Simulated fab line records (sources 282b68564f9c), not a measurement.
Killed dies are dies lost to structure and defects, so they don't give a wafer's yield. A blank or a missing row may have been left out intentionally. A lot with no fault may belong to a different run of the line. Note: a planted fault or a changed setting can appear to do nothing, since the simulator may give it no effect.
fab line records | flow ritCmos
record: lots: 5 | wafers: 15 | lastDay: 6
route steps=202 shown REOX@99 NLDD@103 PLDD@114 SPACER@125 NSD@131 M1@202
lots that met no fault: from a run of the same line without faults
startH: hours from the record's opening day to when the first of the lot's shown wafers began | waitH: hours elapsed since this lot's preceding step | " as in the row above | L1.1+2: several wafers, shown together as one row | - either no value or no given start | * or withheld: withheld | < > ~ a bound
route shown NAME@n: names a module that has steps shown in the file, with the first one's number in the route | usual: the fault-free wafers' mean and standard deviation | same: alike in all rows | chamber/n: place in a boat | sites: per-site readings | _std_site: their standard deviation | _edge_site: the outer-site mean with the inner-site mean subtracted | radiusMm: how far each site lies from the wafer's centre | mask NAME#n: copy n | behind: the tool/chamber that last shaped the wafer | hold: reason for holding the lot/hours on hold/outcome of the hold | device: the transistor (n, p or np) that didn't switch | end of line: at the end of the route, the tests of the same wafers | a step with no rows: only its recipe | killed: count of dies lost to structure and defects at first sort (not the wafer's yield) | map: dies across one wafer; x = killed, . = not, _ = none there
set.NAME: the setting the step ran with; set.NAME@STEP: the setting that earlier step ran with | model.NAME: the simulator's own value behind a step, which no gauge read
certain route steps with their lots: each step a table, each wafer a row
services: when a tool's chamber went out of use (startH, in hours from the record's first day, below 0 if earlier), for how many hours, and the reason
== steps ==
step: RIT_REOX_CLEAN_01
recipe: chemistry: dHF | dilution: 50:1 | timeS: 30
step: RIT_REOX_CLEAN_02
recipe: chemistry: SC2 | mix: 3:3:50 | timeS: 600 | tempC: 75 | dry: n2Spin
step: RIT_REOX_OXIDATION_03
recipe: tempC: 900 | ambient: O2 | targetThkA: 252 | oxTimeS: 5800
step: RIT_REOX_THK_MEAS_04
recipe: reads: SiO2_of_REOX_OXIDATION_03
usual: REOX_OXIDE_THK: 25.7/0.48
lot.wafer | tool         | chamber | startH | waitH | REOX_OXIDE_THK[nm]
L556.2    | filmMetro-04 | -       | 71.67  | 0.0   | 25.6
L556.4    | "            | -       | "      | "     | 25.6
L556.6    | "            | -       | "      | "     | 26.1
L558.1    | filmMetro-03 | -       | 79.90  | 0.0   | 25.9
L558.2    | "            | -       | "      | "     | 26.1
L558.4    | "            | -       | "      | "     | 26.2
L563.2    | filmMetro-04 | -       | 101.73 | 0.0   | 26.4
L563.4    | "            | -       | "      | "     | 26.7
L563.6    | "            | -       | "      | "     | 26.6
L564.1    | filmMetro-03 | -       | 106.95 | 0.0   | 25.8
L564.2    | "            | -       | "      | "     | 25.7
L564.6    | "            | -       | "      | "     | 25.7
L569.1    | filmMetro-01 | -       | 131.69 | 0.0   | 25.7
L569.3    | "            | -       | "      | "     | 25.6
L569.5    | "            | -       | "      | "     | 25.8
step: RIT_NLDD_HMDS_00
recipe: primeTimeS: 60 | primeTempC: 140
step: RIT_NLDD_COAT_01
recipe: resist: NOVOLAK | spinRpm: 3250 | resistThkNm: 1000
step: RIT_NLDD_SOFTBAKE_02
recipe: resist: NOVOLAK | tempC: 90 | timeS: 60
step: RIT_NLDD_EXPOSE_03
recipe: maskId: M7 | na: 0.57 | targetCdNm: 40700 | doseMj: 250
step: RIT_NLDD_PEB_04
recipe: resist: NOVOLAK | tempC: withheld | timeS: withheld
step: RIT_NLDD_DEVELOP_05
recipe: resist: NOVOLAK | developTimeS: 50 | devTempC: 23
step: RIT_NLDD_OVL_MEAS_06
usual: NLDD_OVL: -0.6/1.4
lot.wafer | tool       | chamber | startH | waitH | NLDD_OVL[nm]
L556.2    | overlay-01 | -       | 72.70  | -     | -0.4
L556.4    | "          | -       | "      | "     | 0.4
L556.6    | "          | -       | "      | "     | -1.1
L558.1    | overlay-02 | -       | 80.94  | -     | -1.5
L558.2    | "          | -       | "      | "     | -2.1
L558.4    | "          | -       | "      | "     | -2.0
L563.2    | overlay-02 | -       | 102.99 | -     | -1.7
L563.4    | "          | -       | "      | "     | -3.1
L563.6    | "          | -       | "      | "     | -3.3
L564.1    | overlay-02 | -       | 108.16 | -     | 1.0
L564.2    | "          | -       | "      | "     | -0.9
L564.6    | "          | -       | "      | "     | -0.6
L569.1    | overlay-01 | -       | 132.73 | -     | 0.8
L569.3    | "          | -       | "      | "     | 0.8
L569.5    | "          | -       | "      | "     | 0.9
step: RIT_NLDD_HARDBAKE_07
recipe: resist: NOVOLAK | tempC: 140.5 | timeS: 60
step: RIT_NLDD_IMPLANT_08
recipe: species: P | energyKev: 20 | doseCm2: 5e+14 | tiltDeg: 7
lot.wafer  | tool         | chamber | startH | waitH
L556.2+4+6 | implanter-03 | 0       | 72.91  | 0.1
L558.1+2+4 | implanter-01 | 0       | 81.12  | 0.1
L563.2+4+6 | implanter-01 | 0       | 103.20 | 0.1
L564.1+2+6 | implanter-03 | 0       | 108.35 | 0.1
L569.1+3+5 | implanter-03 | 0       | 132.92 | 0.1
step: RIT_NLDD_STRIP_09
recipe: chemistry: O2 | timeS: 180 | resist: NOVOLAK | platenTempC: withheld | powerW: 500 | pressureMtorr: 4000 | o2FlowSccm: 4000
usual: drypumpMotorCurrentA: 5.8/0.37 | o2FlowSccm: 3999/12
lot.wafer | tool           | chamber | startH | waitH | drypumpMotorCurrentA | o2FlowSccm | rfHoursCounterH
L556.2    | plasmaAsher-04 | 0       | 73.03  | 0.1   | 5.5                  | 3998       | 43
L556.4    | "              | 0       | "      | "     | 5.6                  | 3992       | -
L556.6    | "              | 1       | "      | "     | 5.4                  | 4009       | -
L558.1    | plasmaAsher-01 | 1       | 81.27  | 0.1   | 6.2                  | 3995       | 43
L558.2    | "              | 0       | "      | "     | 6.2                  | 3999       | 43
L558.4    | "              | 0       | "      | "     | 6.2                  | 4003       | -
L563.2    | plasmaAsher-01 | 1       | 103.32 | 0.1   | 6.2                  | 4013       | 45
L563.4    | "              | 0       | "      | "     | 6.2                  | 3979       | -
L563.6    | "              | 1       | "      | "     | 6.2                  | 4011       | -
L564.1    | plasmaAsher-03 | 1       | 108.50 | 0.1   | 5.4                  | 3964       | 46
L564.2    | "              | 0       | "      | "     | 6.1                  | 4013       | 46
L564.6    | "              | 0       | "      | "     | 6.1                  | 4022       | -
L569.1    | plasmaAsher-04 | 1       | 133.07 | 0.1   | 5.4                  | 4002       | 51
L569.3    | "              | 0       | "      | "     | 5.5                  | 4002       | -
L569.5    | "              | 0       | "      | "     | 5.5                  | 3974       | -
step: RIT_NLDD_TW_MEAS_10
usual: NLDD_TW: 2509/35
lot.wafer | tool         | chamber | startH | waitH | NLDD_TW
L556.2    | filmMetro-03 | -       | 73.22  | 0.1   | 2556
L556.4    | "            | -       | "      | "     | 2544
L556.6    | "            | -       | "      | "     | 2556
L558.1    | filmMetro-03 | -       | 81.45  | 0.1   | 2543
L558.2    | "            | -       | "      | "     | 2543
L558.4    | "            | -       | "      | "     | 2554
L563.2    | filmMetro-03 | -       | 103.51 | 0.1   | 2512
L563.4    | "            | -       | "      | "     | 2505
L563.6    | "            | -       | "      | "     | 2523
L564.1    | filmMetro-02 | -       | 108.67 | 0.1   | 2482
L564.2    | "            | -       | "      | "     | 2482
L564.6    | "            | -       | "      | "     | 2482
L569.1    | filmMetro-01 | -       | 133.24 | 0.1   | 2466
L569.3    | "            | -       | "      | "     | 2472
L569.5    | "            | -       | "      | "     | 2470
step: RIT_PLDD_HMDS_00
recipe: primeTimeS: 60 | primeTempC: 140
step: RIT_PLDD_COAT_01
recipe: resist: NOVOLAK | spinRpm: 3250 | resistThkNm: 1000
step: RIT_PLDD_SOFTBAKE_02
recipe: resist: NOVOLAK | tempC: 90 | timeS: 60
step: RIT_PLDD_EXPOSE_03
recipe: maskId: M8 | na: 0.57 | targetCdNm: 40900 | doseMj: 250
step: RIT_PLDD_PEB_04
recipe: resist: NOVOLAK | tempC: withheld | timeS: withheld
step: RIT_PLDD_DEVELOP_05
recipe: resist: NOVOLAK | developTimeS: 50 | devTempC: 23
step: RIT_PLDD_OVL_MEAS_06
usual: PLDD_OVL: -0.8/1.8
lot.wafer | tool       | chamber | startH | waitH | PLDD_OVL[nm]
L556.2    | overlay-02 | -       | 74.25  | -     | 1.0
L556.4    | "          | -       | "      | "     | -1.6
L556.6    | "          | -       | "      | "     | -0.4
L558.1    | overlay-02 | -       | 82.36  | -     | 1.0
L558.2    | "          | -       | "      | "     | 1.8
L558.4    | "          | -       | "      | "     | 2.3
L563.2    | overlay-01 | -       | 104.78 | -     | -2.0
L563.4    | "          | -       | "      | "     | -3.5
L563.6    | "          | -       | "      | "     | -3.3
L564.1    | overlay-01 | -       | 109.71 | -     | 2.4
L564.2    | "          | -       | "      | "     | 1.8
L564.6    | "          | -       | "      | "     | 2.9
L569.1    | overlay-02 | -       | 134.22 | -     | -2.1
L569.3    | "          | -       | "      | "     | -1.1
L569.5    | "          | -       | "      | "     | -2.2
step: RIT_PLDD_HARDBAKE_07
recipe: resist: NOVOLAK | tempC: 140 | timeS: 60
step: RIT_PLDD_IMPLANT_08
recipe: species: BF2 | energyKev: 20 | doseCm2: 9e+14 | tiltDeg: 7
step: RIT_PLDD_STRIP_09
recipe: chemistry: O2 | timeS: 180 | resist: NOVOLAK | platenTempC: withheld | powerW: 500 | pressureMtorr: 4000 | o2FlowSccm: 3944
usual: drypumpMotorCurrentA: 5.8/0.38 | o2FlowSccm: 3944/12
lot.wafer | tool           | chamber | startH | waitH | drypumpMotorCurrentA | o2FlowSccm | rfHoursCounterH
L556.2    | plasmaAsher-01 | 0       | 74.58  | 0.1   | 6.2                  | 3941       | 42
L556.4    | "              | 0       | "      | "     | 6.2                  | 3946       | -
L556.6    | "              | 1       | "      | "     | 6.3                  | 3947       | -
L558.1    | plasmaAsher-02 | 0       | 82.88  | 0.1   | 5.4                  | 3952       | 28
L558.2    | "              | 1       | "      | "     | 5.4                  | 3957       | 28
L558.4    | "              | 0       | "      | "     | 5.4                  | 3934       | -
L563.2    | plasmaAsher-01 | 1       | 105.11 | 0.1   | 6.3                  | 3942       | 45
L563.4    | "              | 1       | "      | "     | 6.2                  | 3938       | -
L563.6    | "              | 1       | "      | "     | 6.2                  | 3953       | -
L564.1    | plasmaAsher-03 | 1       | 110.05 | 0.1   | 5.4                  | 3934       | 47
L564.2    | "              | 0       | "      | "     | 6.1                  | 3953       | 47
L564.6    | "              | 1       | "      | "     | 5.4                  | 3952       | -
L569.1    | plasmaAsher-03 | 0       | 134.55 | 0.1   | 6.1                  | 3955       | 50
L569.3    | "              | 1       | "      | "     | 5.4                  | 3966       | -
L569.5    | "              | 1       | "      | "     | 5.4                  | 3968       | -
step: RIT_PLDD_TW_MEAS_10
usual: PLDD_TW: 2369/31
lot.wafer | tool         | chamber | startH | waitH | PLDD_TW
L556.2    | filmMetro-03 | -       | 74.76  | 0.1   | 2394
L556.4    | "            | -       | "      | "     | 2395
L556.6    | "            | -       | "      | "     | 2392
L558.1    | filmMetro-03 | -       | 83.05  | 0.1   | 2403
L558.2    | "            | -       | "      | "     | 2405
L558.4    | "            | -       | "      | "     | 2403
L563.2    | filmMetro-03 | -       | 105.29 | 0.1   | 2391
L563.4    | "            | -       | "      | "     | 2398
L563.6    | "            | -       | "      | "     | 2405
L564.1    | filmMetro-03 | -       | 110.22 | 0.1   | 2397
L564.2    | "            | -       | "      | "     | 2397
L564.6    | "            | -       | "      | "     | 2386
L569.1    | filmMetro-02 | -       | 134.73 | 0.1   | 2348
L569.3    | "            | -       | "      | "     | 2352
L569.5    | "            | -       | "      | "     | 2353
step: RIT_SPACER_CLEAN_00
recipe: chemistry: SC1 | mix: 3:3:50 | timeS: 600 | tempC: 75
step: RIT_SPACER_CLEAN_01
recipe: chemistry: dHF | dilution: 50:1 | timeS: 30
step: RIT_SPACER_CLEAN_02
recipe: chemistry: SC2 | mix: 3:3:50 | timeS: 600 | tempC: 75 | dry: n2Spin
step: RIT_SPACER_CVD_03
recipe: material: Si3N4 | targetThkNm: 250 | tempC: 810 | precursor: SiH2Cl2/NH3 | timeS: 3300 | pressureMtorr: 300 | sih2cl2FlowSccm: 60 | nh3FlowSccm: 150
step: RIT_SPACER_THK_MEAS_04
recipe: reads: Si3N4_of_SPACER_CVD_03
usual: SPACER_NITRIDE_THK: 250.7/2.4
lot.wafer | tool         | chamber | startH | waitH | SPACER_NITRIDE_THK[nm]
L556.2    | filmMetro-03 | -       | 77.28  | 0.0   | 251.4
L556.4    | "            | -       | "      | "     | 251.9
L556.6    | "            | -       | "      | "     | 250.3
L558.1    | filmMetro-03 | -       | 85.41  | 0.0   | 249.9
L558.2    | "            | -       | "      | "     | 250.1
L558.4    | "            | -       | "      | "     | 250.1
L563.2    | filmMetro-04 | -       | 109.08 | 0.0   | 249.8
L563.4    | "            | -       | "      | "     | 249.4
L563.6    | "            | -       | "      | "     | 249.2
L564.1    | filmMetro-03 | -       | 112.60 | 0.0   | 255.4
L564.2    | "            | -       | "      | "     | 254.3
L564.6    | "            | -       | "      | "     | 257.5
L569.1    | filmMetro-03 | -       | 137.10 | 0.0   | 246.8
L569.3    | "            | -       | "      | "     | 247.8
L569.5    | "            | -       | "      | "     | 246.6
step: RIT_SPACER_ETCHBACK_05
recipe: targetDepthA: 2500 | SF6_flow_sccm: 30 | CHF3_flow_sccm: 30 | target: Si3N4 | chemistry: SF6/CHF3 | pressureMtorr: 40 | rfW: 250 | timeS: 240 | stopOn: SiO2
usual: drypumpMotorCurrentA: 5.8/0.35 | oesProductAu: 0.847/0.013 | throttleValvePct: 10.31/0.16
lot.wafer | tool       | chamber | startH | waitH | drypumpMotorCurrentA | oesProductAu | rfHoursCounterH | throttleValvePct
L556.2    | rieDiel-02 | 1       | 77.33  | 0.0   | 6.3                  | 0.880        | 161             | 10.33
L556.4    | "          | 1       | "      | "     | 6.3                  | 0.874        | -               | 10.34
L556.6    | "          | 0       | "      | "     | 6.0                  | 0.849        | -               | 10.55
L558.1    | rieDiel-04 | 3       | 85.47  | 0.1   | 5.3                  | 0.849        | 3               | 10.39
L558.2    | "          | 2       | "      | "     | 5.4                  | 0.847        | 43              | 10.09
L558.4    | "          | 3       | "      | "     | 5.4                  | 0.858        | -               | 10.39
L563.2    | rieDiel-04 | 1       | 109.13 | 0.0   | 6.0                  | 0.826        | 5               | 10.12
L563.4    | "          | 3       | "      | "     | 5.3                  | 0.854        | 4               | 10.41
L563.6    | "          | 0       | "      | "     | 5.8                  | 0.839        | -               | 10.02
L564.1    | rieDiel-02 | 3       | 112.66 | 0.1   | 6.2                  | 0.848        | 5               | 10.33
L564.2    | "          | 1       | "      | "     | 6.3                  | 0.847        | 0               | 10.32
L564.6    | "          | 1       | "      | "     | 6.3                  | 0.856        | -               | 10.31
L569.1    | rieDiel-03 | 0       | 137.16 | 0.1   | 5.7                  | 0.851        | 89              | 10.56
L569.3    | "          | 3       | "      | "     | 5.4                  | 0.848        | 71              | 10.26
L569.5    | "          | 3       | "      | "     | 5.4                  | 0.849        | -               | 10.26
step: RIT_NSD_HMDS_00
recipe: primeTimeS: 60 | primeTempC: 140
step: RIT_NSD_COAT_01
recipe: resist: NOVOLAK | spinRpm: 3250 | resistThkNm: 1000
step: RIT_NSD_SOFTBAKE_02
recipe: resist: NOVOLAK | tempC: 90 | timeS: 60
step: RIT_NSD_EXPOSE_03
recipe: maskId: M9 | na: 0.57 | targetCdNm: 40700 | doseMj: 250
step: RIT_NSD_PEB_04
recipe: resist: NOVOLAK | tempC: withheld | timeS: withheld
step: RIT_NSD_DEVELOP_05
recipe: resist: NOVOLAK | developTimeS: 50 | devTempC: 23
step: RIT_NSD_OVL_MEAS_06
usual: NSD_OVL: -1.0/1.4
lot.wafer | tool       | chamber | startH | waitH | NSD_OVL[nm]
L556.2    | overlay-02 | -       | 78.46  | -     | 0.1
L556.4    | "          | -       | "      | "     | -0.3
L556.6    | "          | -       | "      | "     | -0.6
L558.1    | overlay-01 | -       | 86.60  | -     | 1.6
L558.2    | "          | -       | "      | "     | 0.7
L558.4    | "          | -       | "      | "     | -0.1
L563.2    | overlay-01 | -       | 110.27 | -     | -0.3
L563.4    | "          | -       | "      | "     | 0.9
L563.6    | "          | -       | "      | "     | 1.1
L564.1    | overlay-01 | -       | 113.66 | -     | 2.9
L564.2    | "          | -       | "      | "     | 1.5
L564.6    | "          | -       | "      | "     | 0.8
L569.1    | overlay-01 | -       | 138.29 | -     | -0.5
L569.3    | "          | -       | "      | "     | -2.0
L569.5    | "          | -       | "      | "     | -0.2
step: RIT_NSD_HARDBAKE_07
recipe: resist: NOVOLAK | tempC: 140 | timeS: 60
step: RIT_NSD_IMPLANT_08
recipe: species: P | energyKev: 25 | doseCm2: 9.768e+14 | tiltDeg: 7
step: RIT_NSD_STRIP_09
recipe: chemistry: O2 | timeS: 180 | resist: NOVOLAK | platenTempC: withheld | powerW: 500 | pressureMtorr: 4000 | o2FlowSccm: 4000
usual: drypumpMotorCurrentA: 5.50/0.23 | o2FlowSccm: 4001/12
lot.wafer | tool           | chamber | startH | waitH | drypumpMotorCurrentA | o2FlowSccm | rfHoursCounterH
L556.2    | plasmaAsher-01 | 1       | 78.79  | 0.1   | 6.25                 | 3993       | 42
L556.4    | "              | 0       | "      | "     | 6.23                 | 3999       | -
L556.6    | "              | 1       | "      | "     | 6.25                 | 4006       | -
L558.1    | plasmaAsher-04 | 0       | 86.93  | 0.1   | 5.54                 | 4007       | 45
L558.2    | "              | 1       | "      | "     | 5.41                 | 4004       | 45
L558.4    | "              | 1       | "      | "     | 5.42                 | 3989       | -
L563.2    | plasmaAsher-04 | 1       | 110.60 | 0.1   | 5.40                 | 3999       | 48
L563.4    | "              | 1       | "      | "     | 5.42                 | 3997       | -
L563.6    | "              | 1       | "      | "     | 5.42                 | 4002       | -
L564.1    | plasmaAsher-02 | 1       | 113.99 | 0.1   | 5.36                 | 4014       | 32
L564.2    | "              | 0       | "      | "     | 5.44                 | 3987       | 32
L564.6    | "              | 0       | "      | "     | 5.41                 | 3990       | -
L569.1    | plasmaAsher-02 | 0       | 138.62 | 0.1   | 5.42                 | 3990       | 36
L569.3    | "              | 1       | "      | "     | 5.36                 | 4004       | -
L569.5    | "              | 1       | "      | "     | 5.36                 | 4002       | -
step: RIT_SDANNEAL_RS_MEAS_07
recipe: thkMeasGauge: four-point-probe
usual: NLDD_RS: 151.6/0.46
lot.wafer | tool         | chamber | startH | waitH | NLDD_RS[ohm/sq]
L556.2    | filmMetro-01 | -       | 81.33  | 0.1   | 150.8
L556.4    | "            | -       | "      | "     | 151.2
L556.6    | "            | -       | "      | "     | 150.6
L558.1    | filmMetro-02 | -       | 89.56  | 0.1   | 151.5
L558.2    | "            | -       | "      | "     | 152.0
L558.4    | "            | -       | "      | "     | 151.1
L563.2    | filmMetro-01 | -       | 113.30 | 0.1   | 158.2
L563.4    | "            | -       | "      | "     | 158.3
L563.6    | "            | -       | "      | "     | 158.4
L564.1    | filmMetro-03 | -       | 116.43 | 0.1   | 150.8
L564.2    | "            | -       | "      | "     | 151.4
L564.6    | "            | -       | "      | "     | 151.4
L569.1    | filmMetro-01 | -       | 141.19 | 0.1   | 151.6
L569.3    | "            | -       | "      | "     | 152.0
L569.5    | "            | -       | "      | "     | 152.0
step: RIT_M1_PROBE_99
usual: killed_at_M0_to_M3: 0.0/0.083 | killedAtContacts: 0.0/0.22 | killedAtFrontEnd: 6.9/2.9 | killedDies: 7.0/2.9 | killedOpen: 3.5/2 | killedShort: 3.5/2
same: grossDies: 264 | killed_at_M4_up: 0 | killedAtBackSide: 0 | killedAtOther: 0
lot.wafer | tool      | chamber | startH | waitH | killed_at_M0_to_M3 | killedAtContacts | killedAtFrontEnd | killedDies | killedOpen | killedShort | model.etest.nldd.rsOhmSqRange | model.etest.nldd.rsOhmSqRimLessCentre | model.etest.nmos_0p15.driveUaUmRange | model.etest.nmos_0p15.vtVRange | model.etest.nmos_0p15.vtVRimLessCentre
L556.2    | prober-01 | -       | 88.77  | 0.1   | 1                  | 0                | 5                | 6          | 1          | 5           | 12.75                         | -0.6417                               | 10.4                                 | 0.004844                       | -0.001978
L556.4    | prober-01 | -       | 88.87  | 0.2   | 0                  | 0                | 10               | 10         | 8          | 2           | 11.68                         | -4.408                                | 15.48                                | 0.004843                       | 0.0005529
L556.6    | prober-01 | -       | 88.97  | 0.2   | 0                  | 0                | 5                | 5          | 2          | 3           | 5.793                         | -2.519                                | 12.31                                | 0.007352                       | -0.00344
L558.1    | prober-01 | -       | 97.18  | 0.1   | 0                  | 0                | 7                | 7          | 3          | 4           | 7.445                         | -1.143                                | 13.05                                | 0.01106                        | 0.003583
L558.2    | prober-01 | -       | 97.23  | 0.1   | 0                  | 0                | 7                | 7          | 6          | 1           | 8.69                          | -3.711                                | 13.89                                | 0.007806                       | 0.002791
L558.4    | prober-01 | -       | 97.33  | 0.2   | 0                  | 0                | 2                | 2          | 2          | 0           | 11.99                         | 4.387                                 | 7.186                                | 0.007286                       | -0.001197
L563.2    | prober-02 | -       | 120.42 | 0.1   | 0                  | 0                | 13               | 13         | 6          | 7           | 36.47                         | -10.79                                | 18.21                                | 0.01425                        | -0.00639
L563.4    | prober-02 | -       | 120.52 | 0.2   | 0                  | 0                | 15               | 15         | 10         | 5           | 30.89                         | -6.237                                | 14.12                                | 0.0195                         | -0.006783
L563.6    | prober-02 | -       | 120.62 | 0.2   | 0                  | 0                | 9                | 9          | 4          | 5           | 35.45                         | -12.83                                | 17.73                                | 0.01721                        | -0.002967
L564.1    | prober-01 | -       | 123.71 | 0.1   | 0                  | 0                | 12               | 12         | 6          | 6           | 9.858                         | -2.531                                | 10.76                                | 0.007469                       | 0.001625
L564.2    | prober-01 | -       | 123.76 | 0.1   | 0                  | 0                | 5                | 5          | 3          | 2           | 12.69                         | -4.477                                | 6.905                                | 0.006747                       | 0.00106
L564.6    | prober-01 | -       | 123.96 | 0.2   | 0                  | 0                | 4                | 4          | 2          | 2           | 6.327                         | 3.656                                 | 13.7                                 | 0.005816                       | 0.004937
L569.1    | prober-02 | -       | 148.67 | 0.1   | 0                  | 0                | 4                | 4          | 3          | 1           | 15.51                         | 0.1543                                | 14.33                                | 0.01248                        | 0.007448
L569.3    | prober-02 | -       | 148.77 | 0.2   | 0                  | 0                | 5                | 5          | 4          | 1           | 5.057                         | 1.863                                 | 7.005                                | 0.01009                        | 0.005172
L569.5    | prober-02 | -       | 148.87 | 0.2   | 0                  | 1                | 6                | 7          | 4          | 3           | 6.829                         | -3.66                                 | 9.071                                | 0.01159                        | 0.008623
killed by level:class
L556.2 FOX2:geometricParticle:short=3 GATE:geometricParticle:open=1 REOX:geometricParticle:short=1 M1:geometricParticle:short=1
L556.4 GATE:geometricParticle:open=7 FOX1:geometricParticle:short=1 SPACER:geometricParticle:short=1 SILICIDE:geometricParticle:open=1
L556.6 GATE:geometricParticle:short=2 FOX1:geometricParticle:short=1 GATE:geometricParticle:open=1 SPACER:geometricParticle:open=1
L558.1 FOX1:geometricParticle:short=3 REOX:geometricParticle:open=2 REOX:geometricParticle:short=1 SPACER:geometricParticle:open=1
L558.2 FOX1:geometricParticle:open=2 FOX2:geometricParticle:open=1 GATE:geometricParticle:open=1 REOX:geometricParticle:open=1 SILICIDE:geometricParticle:short=1 SILICIDE:geometricParticle:open=1
L558.4 GATE:geometricParticle:open=1 REOX:geometricParticle:open=1
L563.2 GATE:geometricParticle:short=3 FOX2:geometricParticle:short=2 GATE:geometricParticle:open=2 FOX1:geometricParticle:short=1 FOX1:geometricParticle:open=1 REOX:geometricParticle:open=1 SPACER:geometricParticle:open=1 SILICIDE:geometricParticle:short=1
L563.4 REOX:geometricParticle:open=4 GATE:geometricParticle:open=3 FOX1:geometricParticle:short=2 SILICIDE:geometricParticle:short=2 FOX1:geometricParticle:open=1 SPACER:geometricParticle:open=1 SPACER:geometricParticle:short=1 SILICIDE:geometricParticle:open=1
L563.6 GATE:geometricParticle:short=2 GATE:geometricParticle:open=2 SILICIDE:geometricParticle:open=2 FOX1:geometricParticle:short=1 FOX2:geometricParticle:short=1 SILICIDE:geometricParticle:short=1
L564.1 GATE:geometricParticle:short=4 REOX:geometricParticle:open=3 FOX2:geometricParticle:open=2 GATE:geometricParticle:open=1 REOX:geometricParticle:short=1 SPACER:geometricParticle:short=1
L564.2 GATE:geometricParticle:open=2 FOX1:geometricParticle:open=1 GATE:geometricParticle:short=1 REOX:geometricParticle:short=1
L564.6 REOX:geometricParticle:short=1 SPACER:geometricParticle:open=1 SILICIDE:geometricParticle:short=1 SILICIDE:geometricParticle:open=1
L569.1 FOX1:geometricParticle:open=1 FOX2:geometricParticle:open=1 SILICIDE:geometricParticle:short=1 SILICIDE:geometricParticle:open=1
L569.3 REOX:geometricParticle:open=2 FOX1:geometricParticle:short=1 GATE:geometricParticle:open=1 SILICIDE:geometricParticle:open=1
L569.5 REOX:geometricParticle:short=2 FOX1:geometricParticle:open=1 GATE:geometricParticle:open=1 REOX:geometricParticle:open=1 SILICIDE:geometricParticle:open=1 CONTACT:geometricParticle:short=1
== services ==
tool           | chamber | startH | hours | kind
implanter-01   | -       | 57.03  | 1.3   | repair
implanter-01   | -       | 65.60  | 6.5   | pm
plasmaAsher-02 | -       | 67.41  | 14.6  | pm
rieDiel-02     | 2       | 70.58  | 8.1   | repair
rieDiel-04     | 0       | 80.98  | 5.6   | repair
implanter-01   | -       | 81.48  | 0.7   | repair
rieDiel-03     | 2       | 82.30  | 8.4   | repair
rieDiel-04     | 3       | 87.23  | 8.6   | repair
plasmaAsher-01 | -       | 89.01  | 4.5   | repair
rieDiel-02     | 1       | 90.79  | -     | clean
rieDiel-02     | 1       | 90.79  | 15.4  | scheduledDown
rieDiel-02     | 1       | 90.79  | 15.4  | ventCycle
rieDiel-04     | -       | 97.12  | 0.2   | repair
rieDiel-02     | 0       | 108.87 | -     | clean
rieDiel-02     | 0       | 108.87 | 29.4  | scheduledDown
plasmaAsher-01 | -       | 108.92 | 9.0   | pm
plasmaAsher-01 | 0       | 108.92 | 9.0   | ventCycle
plasmaAsher-01 | 1       | 108.92 | 9.0   | ventCycle
plasmaAsher-01 | 0       | 117.92 | -     | clean
plasmaAsher-01 | 1       | 117.92 | -     | clean
plasmaAsher-01 | -       | 121.35 | 15.5  | repair
rieDiel-02     | 1       | 123.64 | 10.8  | repair
rieDiel-04     | 2       | 131.38 | 8.2   | repair
plasmaAsher-04 | -       | 136.70 | 1.5   | repair
== key ==
firstSign: step: RIT_SDANNEAL_RS_MEAS_07 | reading: NLDD_RS | direction: up | sigmas: 14 | usual: 151.6 | struck: 158.3
effect none on later readings
modelEffect: step: RIT_M1_PROBE_99 | value: etest.nldd.rsOhmSqRange | without: 10.76 | struck: 34.27
metAt RIT_NLDD_IMPLANT_08
struckWafers L563.2,L563.4,L563.6
testerLeftOut L563
loopTrim: step: RIT_M1_EXPOSE_06 | setting: dose | lots: L563
onsetBetween 81.12 103.20
alsoFits RIT_NLDD_STRIP_09:plasmaAsher-01,RIT_PLDD_STRIP_09:plasmaAsher-01,RIT_SPACER_ETCHBACK_05:rieDiel-04,RIT_NSD_STRIP_09:plasmaAsher-04
fault: kind: processParameterDrift | tool: implanter-01 | chamber: - | onsetH: 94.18 | steps: RIT_NLDD_IMPLANT_08 | channel: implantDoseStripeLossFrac | offset: 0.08 | shape: step | endH: 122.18
testerLeftOut: of these lots the tester's yield and bins aren't shown, on N5 and GAA mostly nor the transistor test; their killed dies are dies lost to structure and defects alone, not to doping, threshold or leakage, so they don't give the yield
loopTrim: a control loop set the setting to another value than it would have without faults
